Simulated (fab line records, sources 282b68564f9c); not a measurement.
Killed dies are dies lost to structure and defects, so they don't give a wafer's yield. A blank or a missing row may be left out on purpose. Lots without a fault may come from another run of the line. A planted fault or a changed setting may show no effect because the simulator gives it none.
One fault seen from 2 desks | flow rit_cmos | each desk has only its own numbers; what lay behind them comes last

THE METROLOGY DESK
What the gauges read, lot by lot, whatever tool the lot ran on: means of the sampled wafers that have a number. A lot is out of limits, marked OUT, if its mean lies more than 4 standard deviations from the usual mean; the brackets give that distance.
Columns: A = NWELL_OVL at RIT_NWELL_OVL_MEAS_06, usual -0.5 nm
lot  | first seen here | A
L655 | day 2 00:32     | 1.3
L656 | day 2 04:38     | -1.2
L657 | day 2 08:18     | 0.1
L659 | day 2 23:53     | -1.4
L660 | day 3 04:14     | -0.7
L661 | day 3 04:28     | 2.1
L662 | day 3 09:35     | -2.6
L665 | day 4 00:10     | -1.6
L666 | day 4 05:19     | 0.8
L669 | day 4 19:40     | -0.4
L671 | day 5 07:31     | -3.0
L672 | day 5 10:50     | 0.7
L673 | day 5 15:04     | -1.9
L678 | day 6 20:25     | -2.2
This desk's finding: nothing out of limits on any of the 14 lots.

THE TOOL OWNER'S DESK: litho_track-03
The tool's own readings at RIT_NWELL_SOFTBAKE_02 (time 60 s): means of the sampled wafers that have a number, for each lot that ran on this tool. A lot is out of limits, marked OUT, if its mean lies more than 4 standard deviations from the usual mean; the brackets give that distance.
Columns: A = heater_power_total_W at RIT_NWELL_SOFTBAKE_02, usual 34.56 W; B = plate_temp_C at RIT_NWELL_SOFTBAKE_02, usual 90.01 C; C = resist_line_temp_C at RIT_NWELL_SOFTBAKE_02, usual 23.01 C
lot  | first seen here | A                | B                | C
L657 | day 2 07:46     | 34.55            | 90.00            | 22.89
L662 | day 3 09:01     | 34.53            | 89.94            | 22.95
L665 | day 3 23:31     | 34.55            | 90.09            | 22.97
L669 | day 4 19:07     | 34.53            | 90.00            | 23.02
L671 | day 5 06:56     | 34.57            | 89.89            | 23.04
L672 | day 5 10:16     | 34.90 (+7.0) OUT | 90.64 (+4.9) OUT | 23.10
L673 | day 5 14:29     | 34.87 (+6.3) OUT | 90.59 (+4.5) OUT | 23.15
This desk's finding: out of limits on L672, L673; first on L672, day 5 10:16 (heater_power_total_W at RIT_NWELL_SOFTBAKE_02). In limits: L657, L662, L665, L669, L671.

PUT TOGETHER
The tool owner's desk could have raised an alarm at day 5 10:16, on L672, L673.
The metrology desk saw nothing out of limits.
The metrology desk has L672, L673 on record, within its limits.
Of the lots named, all ran RIT_NWELL_SOFTBAKE_02 on litho_track-03.

WHAT THE SIMULATOR HAD PUT IN
Process parameter drift: litho_track-03, from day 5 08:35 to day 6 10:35, at RIT_NWELL_SOFTBAKE_02. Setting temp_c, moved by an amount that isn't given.
Lots struck among those shown: L672, L673.
Hours from the fault's start to each desk's first reading out of limits: the tool owner's desk, 2.
